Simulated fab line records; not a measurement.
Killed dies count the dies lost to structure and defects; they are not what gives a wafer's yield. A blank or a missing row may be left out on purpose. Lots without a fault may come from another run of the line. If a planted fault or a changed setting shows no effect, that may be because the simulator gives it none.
A lot that was struck, set against a sound lot	flow berkeley-cmos170	16 steps out of a route of 331
Sound: the wafers L810.2, L810.4, L810.6. The struck wafers were L820.2, L820.3, L820.5. The cause is named last.
At each step with rows: each side's tool, then ch and its chambers, then its first start. Under that, the readings that differ: sound wafers	struck wafers	difference of the means	sigmas: that difference in standard deviations of wafers without a fault.
alike: same words and numbers on both sides, and readings whose means sit less than 2 such deviations apart. not compared: any withheld reading, any reading some wafer has no value for, any bound like >300 that may hide the same value, and any number with overlapping values for which the record gives no deviation.
The two part at a step that has a row with sigmas, a row that says differs or no value, or rows on one side only. Numbers that have no deviation but don't overlap get no sigmas and don't part them. Lack of a reading on every wafer of one side parts them only where that side has two or more wafers.

UCB170_V2_CMP_02: polishes SiO2.
  sound on cmp-02 ch 1,2, day 8 02:01; struck on cmp-02 ch 0,3, day 9 18:43
  alike: motor-current-A, slurry-filter-dp-kPa
UCB170_V2_BOW_MEAS_03:
  sound on film-metro-01 at day 8 02:17; struck on film-metro-02 at day 9 19:02
reading	sound	struck	difference	sigmas
V2_BOW (um)	30 26 23	36 48 41	+15	+2
UCB170_V2_THK_MEAS_04:
  sound on film-metro-01 at day 8 02:23; struck on film-metro-02 at day 9 19:09
  alike: V2_POLISHED_THK
then, 7 steps without rows for these wafers: UCB170_V2_CLEAN_05 (cleans in DIW); UCB170_V2_HMDS_06 (prime time 60 s); UCB170_V2_COAT_07 (resist thk 900 nm); UCB170_V2_SOFTBAKE_08 (time 60 s); UCB170_V2_EXPOSE_09 (exposes mask VIA2, target cd 700 nm); UCB170_V2_PEB_10; UCB170_V2_DEVELOP_11 (develop time 45 s).
UCB170_V2_CD_MEAS_12: target cd 700 nm.
  sound on cd-sem-02 at day 8 03:35; struck on cd-sem-01 at day 9 20:23
  alike: cd-nm
UCB170_V2_OVL_MEAS_13:
  sound on overlay-02 at day 8 03:41; struck on overlay-01 at day 9 20:29
  alike: V2_OVL
UCB170_V2_ETCH_14: etches SiO2 in CHF3/CF4/Ar, stops on Al, target depth 1250 nm, time 291 s.
  sound on rie-diel-01 ch 0,3, day 8 03:43; struck on rie-diel-04 ch 2,3, day 9 20:31
reading	sound	struck	difference	sigmas
drypump-motor-current-A (A)	6.0 6.5 6.5	5.4 5.0 5.0	-1.2	-2
oes-product-au (a.u.)	0.853 0.863 0.865	0.799 0.826 0.817	-0.046	-3
over-etch-frac	0.25 0.25 0.25	0.40933 0.40933 0.40933	+0.15933	
model.KrF_of_V2_COAT_07.thk-nm (nm)	614.4 602.1 606.6	573.9 571.9 568.1	-36.4	
  alike: chamber-pressure-mTorr, throttle-valve-pct
  not compared: rf-hours-counter-h
UCB170_V2_STRIP_15: strips in O2.
  sound on plasma-asher-01 ch 0,1, day 8 03:53; struck on plasma-asher-03 ch 0,1, day 9 20:41
reading	sound	struck	difference	sigmas
strip-time-to-endpoint-s (s)	15.42 15.12 15.23	14.44 14.40 14.31	-0.87	-7
  alike: chamber-pressure-mTorr, drypump-motor-current-A, o2-flow-sccm, oes-product-au
  not compared: rf-hours-counter-h
UCB170_V2_CD_MEAS_90: target cd 700 nm.
  sound on cd-sem-01 at day 8 04:01; struck on cd-sem-01 at day 9 20:49
  alike: cd-nm
UCB170_M3_PROBE_99:
  the record has rows for the struck wafers here (prober-02, day 10 01:42) and none for the sound ones

== WHERE THEY PART ==
Earliest at UCB170_V2_BOW_MEAS_03; latest, in this record, at UCB170_M3_PROBE_99.

WHY: what the simulator had put in
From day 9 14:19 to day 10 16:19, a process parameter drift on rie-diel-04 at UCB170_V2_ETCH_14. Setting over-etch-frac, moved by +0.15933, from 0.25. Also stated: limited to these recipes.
